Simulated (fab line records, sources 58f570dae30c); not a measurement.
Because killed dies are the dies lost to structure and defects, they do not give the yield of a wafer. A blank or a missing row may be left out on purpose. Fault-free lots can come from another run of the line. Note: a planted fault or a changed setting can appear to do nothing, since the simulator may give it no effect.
fab line records	flow berkeley-cmos170
record: lots: 5	wafers: 23
route steps=331 shown NSD@195 BACKSIDE@202 CONTACT@217 M1@238 V1@264 M2@289
start-h: hours from the record's opening day to when the first of the lot's shown wafers began	wait-h: hours elapsed since this lot's preceding step	" repeats the value in the row above	L1.1+2: several wafers, shown together as one row	- no value, or no start was given	* or withheld: withheld	< > ~ a bound
route shown NAME@n: a module of which the file shows steps, and the number in the route of the first	usual: average and standard deviation across the fault-free wafers	same: alike in all rows	chamber/n: place in a boat	sites: each site's reading	_std_site: the values' standard deviation	_edge_site: the outer-site mean with the inner-site mean subtracted	radius-mm: how far each site lies from the wafer's centre	mask NAME#n: copy n	behind: the tool/chamber that last shaped the wafer	hold: cause of the lot's hold/its duration in hours/its outcome	device: whichever transistor did not switch (one of n, p or np)	end of line: tests of these same wafers at the route's end	step lacking rows: just its recipe	killed: count of dies lost to structure and defects at first sort (not the wafer's yield)	map: the dies of a wafer, with x for killed, . for not killed, _ for no die there
set.NAME: the run value of the setting; set.NAME@STEP: its run value at that earlier step	model.NAME: the simulator's own value behind a step, which no gauge read
lots whose settings were changed on purpose; a table a step, a row a wafer
== steps ==
step: UCB170_NSD_IMPLANT_08
recipe: species: P	dose-cm2: 3e+15	energy-kev: 40	tilt-deg: 7
lot.wafer	tool	chamber	start-h	wait-h	set.energy-kev	model.implant.rp-nm	model.implant.drp-nm
L075.1+2+5	implanter-04	0	145.09	0.0	40	47.37	21.16
L079.1+5+6	implanter-03	0	178.20	0.0	40.85	48.48	21.54
L079.3+4	"	0	"	"	40	47.49	21.16
L080.1+4	implanter-03	0	179.13	0.0	40	47.38	21.16
L080.3+5+6	"	0	"	"	39.3	46.57	20.84
L083.1+3+4+5+6	implanter-04	0	179.82	0.0	40	48.13	21.16
L084.2+3+4+5+6	implanter-03	0	190.39	0.0	40	49.08	21.16
step: UCB170_NSD_STRIP_09
recipe: chemistry: O2	power-w: 400	pressure-mtorr: 3500	platen-temp-c: withheld	o2-flow-sccm: 400	overash-fraction: 0.5
usual: strip-time-to-endpoint-s: 36.00/0.078
lot.wafer	tool	chamber	start-h	wait-h	set.energy-kev@NSD_IMPLANT_08	strip-time-to-endpoint-s
L075.1	plasma-asher-01	0	145.24	0.1	40	36.07
L075.2	"	1	"	"	40	36.02
L075.5	"	0	"	"	40	36.19
L079.1	plasma-asher-02	0	178.35	0.1	40.85	36.22
L079.3	"	0	"	"	40	35.90
L079.4	"	1	"	"	40	35.96
L079.5	"	0	"	"	40.85	36.21
L079.6	"	1	"	"	40.85	36.13
L080.1	plasma-asher-02	0	179.28	0.1	40	36.04
L080.3	"	1	"	"	39.3	35.76
L080.4	"	0	"	"	40	36.07
L080.5	"	0	"	"	39.3	35.86
L080.6	"	1	"	"	39.3	35.81
L083.1	plasma-asher-04	1	179.97	0.1	40	35.94
L083.3	"	1	"	"	40	35.95
L083.4	"	0	"	"	40	35.98
L083.5	"	1	"	"	40	35.99
L083.6	"	0	"	"	40	35.97
L084.2	plasma-asher-02	1	190.51	0.1	40	36.03
L084.3	"	1	"	"	40	35.90
L084.4	"	0	"	"	40	35.98
L084.5	"	0	"	"	40	36.03
L084.6	"	1	"	"	40	36.03
step: UCB170_BACKSIDE_STRIP_03
recipe: chemistry: O2	power-w: 400	pressure-mtorr: 3500	platen-temp-c: withheld	o2-flow-sccm: 400	overash-fraction: 0.5
usual: oes-product-au: 0.734/0.0039	strip-time-to-endpoint-s: 21.96/0.08
lot.wafer	tool	chamber	start-h	wait-h	set.power-w	oes-product-au	strip-time-to-endpoint-s
L075.1	plasma-asher-03	0	146.39	0.1	400	0.736	21.85
L075.2	"	1	"	"	400	0.734	21.92
L075.5	"	1	"	"	400	0.731	21.93
L079.1	plasma-asher-04	1	179.15	0.1	400	0.739	22.01
L079.3	"	1	"	"	400	0.740	22.03
L079.4	"	0	"	"	400	0.738	22.03
L079.5	"	1	"	"	386	0.724	22.52
L079.6	"	0	"	"	386	0.721	22.48
L080.1	plasma-asher-03	1	180.06	0.1	353.7	0.690	24.20
L080.3	"	0	"	"	353.7	0.688	24.17
L080.4	"	1	"	"	400	0.735	22.05
L080.5	"	1	"	"	400	0.723	22.07
L080.6	"	0	"	"	353.7	0.692	24.21
L083.1	plasma-asher-01	0	180.81	0.1	400	0.737	21.98
L083.3	"	1	"	"	400	0.729	21.94
L083.4	"	0	"	"	400	0.737	21.94
L083.5	"	1	"	"	400	0.735	21.98
L083.6	"	0	"	"	400	0.736	21.93
L084.2	plasma-asher-01	1	191.56	0.1	421.3	0.758	20.98
L084.3	"	0	"	"	421.3	0.760	20.95
L084.4	"	1	"	"	421.3	0.759	20.99
L084.5	"	1	"	"	400	0.731	21.78
L084.6	"	0	"	"	400	0.738	21.80
step: UCB170_CONTACT_CVD_01
recipe: material: PSG	target-thk-nm: 700	temp-c: 450	precursor: SiH4/O2/PH3	time-s: 2820	pressure-mtorr: 300	sih4-flow-sccm: 60	o2-flow-sccm: 90	ph3-flow-sccm: 25
lot.wafer	tool	chamber	start-h	wait-h	set.temp-c	model.PSG_of_CONTACT_CVD_01.thk-nm
L075.1	lpcvd-02	1	148.32	0.0	450	700.3
L075.2	"	1	"	"	450	694.8
L075.5	"	1	"	"	450	699.8
L079.1	-	-	-	0.6	445.6	679.3
L079.3	"	-	"	"	445.6	683
L079.4+5	"	-	"	"	445.6	-
L079.6	"	-	"	"	445.6	680.8
L080.1	-	-	-	0.2	459.8	761.9
L080.3+4+6	"	-	"	"	459.8	-
L080.5	"	-	"	"	459.8	766.4
L083.1	-	-	-	0.7	450	700.3
L083.3	"	-	"	"	450	702.9
L083.4	"	-	"	"	450	700.4
L083.5	"	-	"	"	450	705.5
L083.6	"	-	"	"	450	704.4
L084.2+4	-	-	-	0.6	446.4	-
L084.3	"	-	"	"	446.4	681.4
L084.5	"	-	"	"	446.4	686.9
L084.6	"	-	"	"	446.4	685.3
step: UCB170_CONTACT_THK_MEAS_02
recipe: reads: PSG_of_CONTACT_CVD_01
usual: CONTACT_PSG_THK: 704/5.6
lot.wafer	tool	chamber	start-h	wait-h	set.temp-c@CONTACT_CVD_01	CONTACT_PSG_THK[nm]
L075.1	film-metro-02	-	150.10	0.0	450	700
L075.2	"	-	"	"	450	694
L075.5	"	-	"	"	450	699
L079.1	film-metro-01	-	-	-	445.6	679
L079.3	"	-	"	"	445.6	683
L079.4	"	-	"	"	445.6	680
L079.5	"	-	"	"	445.6	679
L079.6	"	-	"	"	445.6	681
L080.1	film-metro-03	-	-	-	459.8	762
L080.3	"	-	"	"	459.8	765
L080.4	"	-	"	"	459.8	763
L080.5	"	-	"	"	459.8	766
L080.6	"	-	"	"	459.8	770
L083.1	film-metro-03	-	-	-	450	700
L083.3	"	-	"	"	450	703
L083.4	"	-	"	"	450	700
L083.5	"	-	"	"	450	705
L083.6	"	-	"	"	450	705
L084.2	film-metro-03	-	-	-	446.4	686
L084.3	"	-	"	"	446.4	681
L084.4	"	-	"	"	446.4	686
L084.5	"	-	"	"	446.4	687
L084.6	"	-	"	"	446.4	685
step: UCB170_M1_SPUTTER_00
recipe: material: Al	target-thk-nm: 600	time-s: 80	power-w: 6000	chamber-pressure-pa: 0.5
lot.wafer	tool	chamber	start-h	wait-h	set.power-w	model.Al_of_M1_SPUTTER_00.thk-nm
L075.1	pvd-sputter-03	-	154.10	0.0	6000	593.8
L075.2	"	-	"	"	6000	595.1
L075.5	"	-	"	"	6000	595.9
L079.1	pvd-sputter-03	-	185.54	0.0	6000	602.8
L079.3	"	-	"	"	6000	600.5
L079.4	"	-	"	"	6530	656.6
L079.5	"	-	"	"	6530	660
L079.6	"	-	"	"	6000	597.4
L080.1	pvd-sputter-02	-	186.04	0.0	6000	595.9
L080.3	"	-	"	"	5403	545
L080.4	"	-	"	"	5403	532.9
L080.5	"	-	"	"	6000	606.9
L080.6	"	-	"	"	5403	539.5
L083.1	pvd-sputter-04	-	187.75	0.0	5762	584.5
L083.3	"	-	"	"	6000	588.8
L083.4	"	-	"	"	5762	571.4
L083.5	"	-	"	"	5762	574.5
L083.6	"	-	"	"	6000	592.4
L084.2	pvd-sputter-04	-	199.75	0.0	5448	556.9
L084.3	"	-	"	"	6000	594.1
L084.4	"	-	"	"	5448	541.9
L084.5	"	-	"	"	6000	610.4
L084.6	"	-	"	"	6000	600.7
step: UCB170_M1_RS_MEAS_01
recipe: thk-meas-gauge: four-point-probe	reads: Al_of_M1_SPUTTER_00
usual: M1_AL_RS: 0.0485/0.00066
lot.wafer	tool	chamber	start-h	wait-h	set.power-w@M1_SPUTTER_00	M1_AL_RS[ohm/sq]
L075.1	film-metro-03	-	154.16	0.0	6000	0.0491
L075.2	"	-	"	"	6000	0.0490
L075.5	"	-	"	"	6000	0.0489
L079.1	film-metro-01	-	185.60	0.0	6000	0.0484
L079.3	"	-	"	"	6000	0.0485
L079.4	"	-	"	"	6530	0.0443
L079.5	"	-	"	"	6530	0.0440
L079.6	"	-	"	"	6000	0.0488
L080.1	film-metro-01	-	186.10	0.0	6000	0.0488
L080.3	"	-	"	"	5403	0.0536
L080.4	"	-	"	"	5403	0.0547
L080.5	"	-	"	"	6000	0.0480
L080.6	"	-	"	"	5403	0.0540
L083.1	film-metro-04	-	187.81	0.0	5762	0.0498
L083.3	"	-	"	"	6000	0.0495
L083.4	"	-	"	"	5762	0.0509
L083.5	"	-	"	"	5762	0.0507
L083.6	"	-	"	"	6000	0.0492
L084.2	film-metro-01	-	199.83	0.1	5448	0.0524
L084.3	"	-	"	"	6000	0.0490
L084.4	"	-	"	"	5448	0.0538
L084.5	"	-	"	"	6000	0.0476
L084.6	"	-	"	"	6000	0.0484
step: UCB170_M1_THK_MEAS_02
recipe: thk-meas-gauge: xrf	reads: Al_of_M1_SPUTTER_00
usual: M1_AL_THK: 597/9.1
lot.wafer	tool	chamber	start-h	wait-h	set.power-w@M1_SPUTTER_00	M1_AL_THK[nm]
L075.1	film-metro-03	-	154.28	0.1	6000	585
L075.2	"	-	"	"	6000	591
L075.5	"	-	"	"	6000	590
L079.1	film-metro-01	-	185.72	0.1	6000	602
L079.3	"	-	"	"	6000	599
L079.4	"	-	"	"	6530	654
L079.5	"	-	"	"	6530	657
L079.6	"	-	"	"	6000	597
L080.1	film-metro-01	-	186.22	0.1	6000	594
L080.3	"	-	"	"	5403	544
L080.4	"	-	"	"	5403	533
L080.5	"	-	"	"	6000	605
L080.6	"	-	"	"	5403	541
L083.1	film-metro-04	-	187.93	0.1	5762	579
L083.3	"	-	"	"	6000	581
L083.4	"	-	"	"	5762	569
L083.5	"	-	"	"	5762	568
L083.6	"	-	"	"	6000	587
L084.2	film-metro-01	-	199.94	0.1	5448	557
L084.3	"	-	"	"	6000	592
L084.4	"	-	"	"	5448	539
L084.5	"	-	"	"	6000	612
L084.6	"	-	"	"	6000	600
step: UCB170_M1_ETCH_11
recipe: chemistry: N2/H2	target-depth-a: withheld	overetch-a: withheld	target: BARC	time-s: withheld	source-w: 500	bias-w: 100	pressure-mtorr: 30	n2-flow-sccm: 100	h2-flow-sccm: 200
lot.wafer	tool	chamber	start-h	wait-h	set.source-w
L075.1+2+5	rie-diel-02	0,1,2	155.90	0.0	500
L079.1+3+4+5+6	rie-diel-01	1,3,2,1,0	187.45	0.0	500
L080.1+3+4+5+6	rie-diel-03	1,0,2,1,0	188.27	0.0	500
L083.1+3+6	rie-diel-02	2,3,2	189.98	0.0	533.6
L083.4+5	"	0,3	"	"	500
L084.2+5	rie-diel-03	2,0	201.80	0.0	500
L084.3+4+6	"	0,3,1	"	"	543.7
step: UCB170_M1_METAL_ETCH_12
recipe: chemistry: Cl2/BCl3	target: Al	stop-on: PSG	pressure-mtorr: 12	target-depth-a: 7800	over-etch-frac: 0.3	time-s: 130	icp-w: 600	bias-w: 120	Cl2_flow_sccm: 90	bcl3-flow-sccm: 45
usual: oes-product-au: 0.864/0.013
lot.wafer	tool	chamber	start-h	wait-h	set.power-w@M1_SPUTTER_00	oes-product-au
L075.1	rie-metal-02	0	155.94	-	6000	0.866
L075.2	"	1	"	"	6000	0.874
L075.5	"	1	"	"	6000	0.875
L079.1	rie-metal-02	0	187.50	-	6000	0.860
L079.3	"	0	"	"	6000	0.864
L079.4	"	1	"	"	6530	0.927
L079.5	"	0	"	"	6530	0.909
L079.6	"	1	"	"	6000	0.878
L080.1	rie-metal-01	1	188.31	-	6000	0.853
L080.3	"	1	"	"	5403	0.815
L080.4	"	1	"	"	5403	0.810
L080.5	"	1	"	"	6000	0.867
L080.6	"	1	"	"	5403	0.818
L083.1	rie-metal-04	1	190.02	-	5762	0.849
L083.3	"	0	"	"	6000	0.853
L083.4	"	1	"	"	5762	0.844
L083.5	"	1	"	"	5762	0.841
L083.6	"	0	"	"	6000	0.865
L084.2	rie-metal-01	1	201.84	-	5448	0.826
L084.3	"	0	"	"	6000	0.854
L084.4	"	1	"	"	5448	0.814
L084.5	"	1	"	"	6000	0.872
L084.6	"	0	"	"	6000	0.856
step: UCB170_V1_PEB_10
recipe: peb-temp-c: 130	peb-time-s: withheld	resist: KrF
lot.wafer	tool	chamber	start-h	wait-h	set.peb-temp-c
L075.1+2+5	litho-track-04	0	161.08	0.1	130
L079.1+4	litho-track-04	0	192.55	0.3	130
L079.3+5+6	"	0	"	"	133.3
L080.1+3+4	litho-track-02	0	192.92	0.3	133.5
L080.5+6	"	0	"	"	130
L083.1+3+4+5+6	litho-track-03	0	195.70	0.4	130
L084.2+3+5	litho-track-02	0	207.18	0.4	130
L084.4+6	"	0	"	"	132.9
step: UCB170_V1_DEVELOP_11
recipe: developer: TMAH	develop-time-s: 45	resist: KrF	dev-temp-c: 21
step: UCB170_V1_CD_MEAS_12
recipe: target-cd-nm: 700
usual: cd-nm: 699.6/0.92
lot.wafer	tool	chamber	start-h	wait-h	set.peb-temp-c@V1_PEB_10	cd-nm
L075.1	cd-sem-01	-	161.46	-	130	698.9
L075.2	"	-	"	"	130	698.3
L075.5	"	-	"	"	130	699.5
L079.1	cd-sem-01	-	192.82	-	130	699.8
L079.3	"	-	"	"	133.3	720.2
L079.4	"	-	"	"	130	700.2
L079.5	"	-	"	"	133.3	717.9
L079.6	"	-	"	"	133.3	717.1
L080.1	cd-sem-02	-	193.20	-	133.5	719.6
L080.3	"	-	"	"	133.5	719.2
L080.4	"	-	"	"	133.5	719.0
L080.5	"	-	"	"	130	698.5
L080.6	"	-	"	"	130	700.2
L083.1	cd-sem-01	-	196.00	-	130	700.4
L083.3	"	-	"	"	130	698.6
L083.4	"	-	"	"	130	698.5
L083.5	"	-	"	"	130	700.6
L083.6	"	-	"	"	130	698.0
L084.2	cd-sem-02	-	207.45	-	130	700.0
L084.3	"	-	"	"	130	699.5
L084.4	"	-	"	"	132.9	715.2
L084.5	"	-	"	"	130	699.1
L084.6	"	-	"	"	132.9	715.7
step: UCB170_V1_ETCH_14
recipe: chemistry: CHF3/CF4/Ar	target: SiO2	stop-on: Al	CHF3_flow_sccm: 45	cf4-flow-sccm: 15	Ar_flow_sccm: 150	pressure-mtorr: 200	rf-w: 700	target-depth-a: 12500	over-etch-frac: 0.25	time-s: 296.6
lot.wafer	tool	chamber	start-h	wait-h	set.peb-temp-c@V1_PEB_10	model.V1.cd-nm
L075.1	rie-diel-02	0	161.62	0.0	130	700.5
L075.2	"	2	"	"	130	697.3
L075.5	"	1	"	"	130	701
L079.1	rie-diel-04	2	192.98	0.0	130	702.1
L079.3	"	3	"	"	133.3	719.7
L079.4	"	0	"	"	130	701.3
L079.5	"	0	"	"	133.3	719.4
L079.6	"	1	"	"	133.3	717.2
L080.1	rie-diel-02	2	193.35	0.0	133.5	719.1
L080.3	"	1	"	"	133.5	721.7
L080.4	"	0	"	"	133.5	720.7
L080.5	"	2	"	"	130	699
L080.6	"	1	"	"	130	702
L083.1+3	rie-diel-02	2,3	196.15	0.0	130	699.7
L083.4	"	0	"	"	130	700.7
L083.5	"	2	"	"	130	700.1
L083.6	"	3	"	"	130	699.3
L084.2	rie-diel-04	3	207.59	0.0	130	699
L084.3	"	0	"	"	130	699.7
L084.4	"	2	"	"	132.9	717
L084.5	"	3	"	"	130	697.5
L084.6	"	0	"	"	132.9	716.3
step: UCB170_V1_STRIP_15
recipe: chemistry: O2	power-w: 400	pressure-mtorr: 3500	platen-temp-c: withheld	o2-flow-sccm: 400	overash-fraction: 0.5
step: UCB170_V1_CD_MEAS_90
recipe: target-cd-nm: 700
usual: cd-nm: 700.1/1.3
lot.wafer	tool	chamber	start-h	wait-h	set.peb-temp-c@V1_PEB_10	cd-nm
L075.1	cd-sem-02	-	161.89	0.1	130	700.7
L075.2	"	-	"	"	130	697.2
L075.5	"	-	"	"	130	701.1
L079.1	cd-sem-02	-	193.32	0.1	130	701.9
L079.3	"	-	"	"	133.3	719.6
L079.4	"	-	"	"	130	701.8
L079.5	"	-	"	"	133.3	719.7
L079.6	"	-	"	"	133.3	717.1
L080.1	cd-sem-01	-	193.63	0.1	133.5	718.9
L080.3	"	-	"	"	133.5	721.7
L080.4	"	-	"	"	133.5	720.7
L080.5	"	-	"	"	130	698.8
L080.6	"	-	"	"	130	702.0
L083.1	cd-sem-01	-	196.43	0.1	130	699.7
L083.3	"	-	"	"	130	700.0
L083.4	"	-	"	"	130	700.6
L083.5	"	-	"	"	130	699.9
L083.6	"	-	"	"	130	699.3
L084.2	cd-sem-02	-	207.89	0.1	130	698.5
L084.3	"	-	"	"	130	699.5
L084.4	"	-	"	"	132.9	716.9
L084.5	"	-	"	"	130	697.7
L084.6	"	-	"	"	132.9	716.5
step: UCB170_M2_METAL_ETCH_18
recipe: chemistry: Cl2/BCl3	target: Al	stop-on: SiO2	pressure-mtorr: 12	target-depth-a: 11700	over-etch-frac: 0.3	time-s: 195	icp-w: 600	bias-w: 120	Cl2_flow_sccm: 90	bcl3-flow-sccm: 45
lot.wafer	tool	chamber	start-h	wait-h	set.icp-w
L075.1+2+5	rie-metal-03	1,0,1	164.98	-	600
L079.1+4+5	rie-metal-03	1,0,1	196.32	-	651.8
L079.3+6	"	1,0	"	"	600
L080.1+5+6	rie-metal-02	1,0,1	196.55	-	600
L080.3+4	"	1,0	"	"	554
L083.1+3+5	rie-metal-03	0,1,1	202.84	-	543.3
L083.4+6	"	0	"	"	600
L084.2+3+6	rie-metal-02	0	210.46	-	600
L084.4+5	"	1	"	"	570.7
step: UCB170_M2_STRIP_19
recipe: chemistry: O2	power-w: 400	pressure-mtorr: 3500	platen-temp-c: withheld	o2-flow-sccm: 400	overash-fraction: 0.5
usual: oes-product-au: 0.536/0.025
lot.wafer	tool	chamber	start-h	wait-h	set.icp-w@M2_METAL_ETCH_18	oes-product-au
L075.1	plasma-asher-04	1	165.16	0.1	600	0.574
L075.2	"	0	"	"	600	0.541
L075.5	"	1	"	"	600	0.577
L079.1	plasma-asher-04	1	196.50	0.1	651.8	0.510
L079.3	"	1	"	"	600	0.550
L079.4	"	0	"	"	651.8	0.500
L079.5	"	0	"	"	651.8	0.492
L079.6	"	1	"	"	600	0.539
L080.1	plasma-asher-01	0	196.74	0.1	600	0.511
L080.3	"	1	"	"	554	0.553
L080.4	"	0	"	"	554	0.593
L080.5	"	0	"	"	600	0.526
L080.6	"	1	"	"	600	0.507
L083.1	plasma-asher-03	1	203.03	0.1	543.3	0.618
L083.3	"	1	"	"	543.3	0.615
L083.4	"	0	"	"	600	0.555
L083.5	"	0	"	"	543.3	0.630
L083.6	"	1	"	"	600	0.553
L084.2	plasma-asher-01	0	210.65	0.1	600	0.537
L084.3	"	1	"	"	600	0.532
L084.4	"	0	"	"	570.7	0.541
L084.5	"	0	"	"	570.7	0.538
L084.6	"	1	"	"	600	0.540
== key ==
split: step: UCB170_NSD_IMPLANT_08	setting: energy-kev	stated: 40	by: wafer
response: step: UCB170_NSD_IMPLANT_08	reading: model.implant.rp-nm	change: +0.466	per: 1%	r: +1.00
response: step: UCB170_NSD_IMPLANT_08	reading: model.implant.drp-nm	change: +0.179	per: 1%	r: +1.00
response: step: UCB170_NSD_STRIP_09	reading: strip-time-to-endpoint-s	change: *	per: 1%	r: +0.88
split: step: UCB170_BACKSIDE_STRIP_03	setting: power-w	stated: 400	by: wafer
response: step: UCB170_BACKSIDE_STRIP_03	reading: oes-product-au	change: +0.00367	per: 1%	r: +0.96
response: step: UCB170_BACKSIDE_STRIP_03	reading: strip-time-to-endpoint-s	change: *	per: 1%	r: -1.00
split: step: UCB170_CONTACT_CVD_01	setting: temp-c	stated: 450	by: lot
response: step: UCB170_CONTACT_CVD_01	reading: model.PSG_of_CONTACT_CVD_01.thk-nm	change: +26.3	per: 1%	r: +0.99
response: step: UCB170_CONTACT_THK_MEAS_02	reading: CONTACT_PSG_THK	change: +27	per: 1%	r: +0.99
split: step: UCB170_M1_SPUTTER_00	setting: power-w	stated: 6000	by: wafer
response: step: UCB170_M1_SPUTTER_00	reading: model.Al_of_M1_SPUTTER_00.thk-nm	change: +6.02	per: 1%	r: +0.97
response: step: UCB170_M1_RS_MEAS_01	reading: M1_AL_RS	change: -0.000518	per: 1%	r: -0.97
response: step: UCB170_M1_THK_MEAS_02	reading: M1_AL_THK	change: +5.86	per: 1%	r: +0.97
response: step: UCB170_M1_METAL_ETCH_12	reading: oes-product-au	change: +0.00481	per: 1%	r: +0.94
split: step: UCB170_M1_ETCH_11	setting: source-w	stated: 500	by: wafer
response none clear
split: step: UCB170_V1_PEB_10	setting: peb-temp-c	stated: 130	by: wafer
response: step: UCB170_V1_CD_MEAS_12	reading: cd-nm	change: +7.28	per: 1%	r: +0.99
response: step: UCB170_V1_ETCH_14	reading: model.V1.cd-nm	change: +7.35	per: 1%	r: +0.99
response: step: UCB170_V1_CD_MEAS_90	reading: cd-nm	change: +7.36	per: 1%	r: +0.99
split: step: UCB170_M2_METAL_ETCH_18	setting: icp-w	stated: 600	by: wafer
response: step: UCB170_M2_STRIP_19	reading: oes-product-au	change: -0.00597	per: 1%	r: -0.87
